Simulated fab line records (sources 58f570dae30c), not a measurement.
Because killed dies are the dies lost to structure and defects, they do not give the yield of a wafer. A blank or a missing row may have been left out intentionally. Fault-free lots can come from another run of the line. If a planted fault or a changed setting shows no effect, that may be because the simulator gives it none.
Problem report, 8D (eight disciplines) form, completed by code	flow berkeley_cmos170	the parts of the form that need people (team, actions taken, sign-off) are left out

1. THE ISSUE
Mean of strip_time_to_endpoint_s at UCB170_V1_STRIP_15: 16.83 s across 6 wafers in 2 lots; on wafers with no fault it is 15.36 s (standard deviation 0.12). That is +12 standard deviations from the usual mean.
The step: strips in O2.
Earliest sighting: wafer L391.2 on plasma_asher-01 at day 12 08:48. The record has a number at this step for 42 wafers belonging to 14 lots. The rule behind "out" and "out of limits": a value lying over 4 standard deviations away from the usual mean. Any other wafer with a number is counted as sound.

2. WHAT THIS IS AND IS NOT
question	is	is not
which readings at this step	strip_time_to_endpoint_s	drypump_motor_current_A, oes_product_au
which lots	L391, L392	L373, L374, L376, L378, L379, L380, L381, L382, L384, L385, L393, L396
which wafers of those lots	all that have a number	-
read on which tools	plasma_asher-01, plasma_asher-04	plasma_asher-03
when	from day 12 08:48	up to then (30 sound wafers); but 6 sound wafers of L393, L396 came after

3. SUSPECTS, AND WHAT RULES EACH OUT
Counting: a tool at a process step up to the reading stays a suspect if it ran every lot that is out and no sound lot after the first of them.
- rie_diel-01 at UCB170_V1_ETCH_14 (etches SiO2 in CHF3/CF4/Ar, stops on Al, target depth 1250 nm, time 291 s): kept. It ran every lot that is out, first L391 (day 12 08:37), and no sound lot after that; its last sound lot up to then is L384 (day 11 01:58).
Left after counting: rie_diel-01 at UCB170_V1_ETCH_14.

4. THE CAUSE (what the simulator had put in)
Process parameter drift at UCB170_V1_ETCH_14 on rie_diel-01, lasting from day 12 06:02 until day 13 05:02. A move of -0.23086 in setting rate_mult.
Only this tool survived the counting.

5. THE CHAIN OF EFFECTS, in route order
Each row: a reading where the mean over the struck wafers with a number is more than 3 standard deviations away from the usual. Scope: only readings with a usual standard deviation given in the record; hours: median across lots of the time from each lot's start at the first step in this table that gives one to its start at this step; sigmas: change in usual standard deviations.
hours	step	reading	usual	on struck wafers	change	sigmas
0	UCB170_V1_STRIP_15	strip_time_to_endpoint_s	15.36 s	16.83	+1.47	+12
It contains these process steps:
- UCB170_V1_STRIP_15: strips in O2.

6. WHAT WOULD HAVE CAUGHT IT SOONER
In this record the first reading out of limits was taken at day 12 08:48, 3 hours after the fault began at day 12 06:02.
No tool reading at UCB170_V1_ETCH_14 that has a usual standard deviation in the record was out on any struck wafer, so an alarm limit of 4 standard deviations on those readings would not have fired.
Lots out: 2; of these, L392 started UCB170_V1_ETCH_14 on rie_diel-01 after day 12 08:48. A hold on the tool at that time would have spared it.
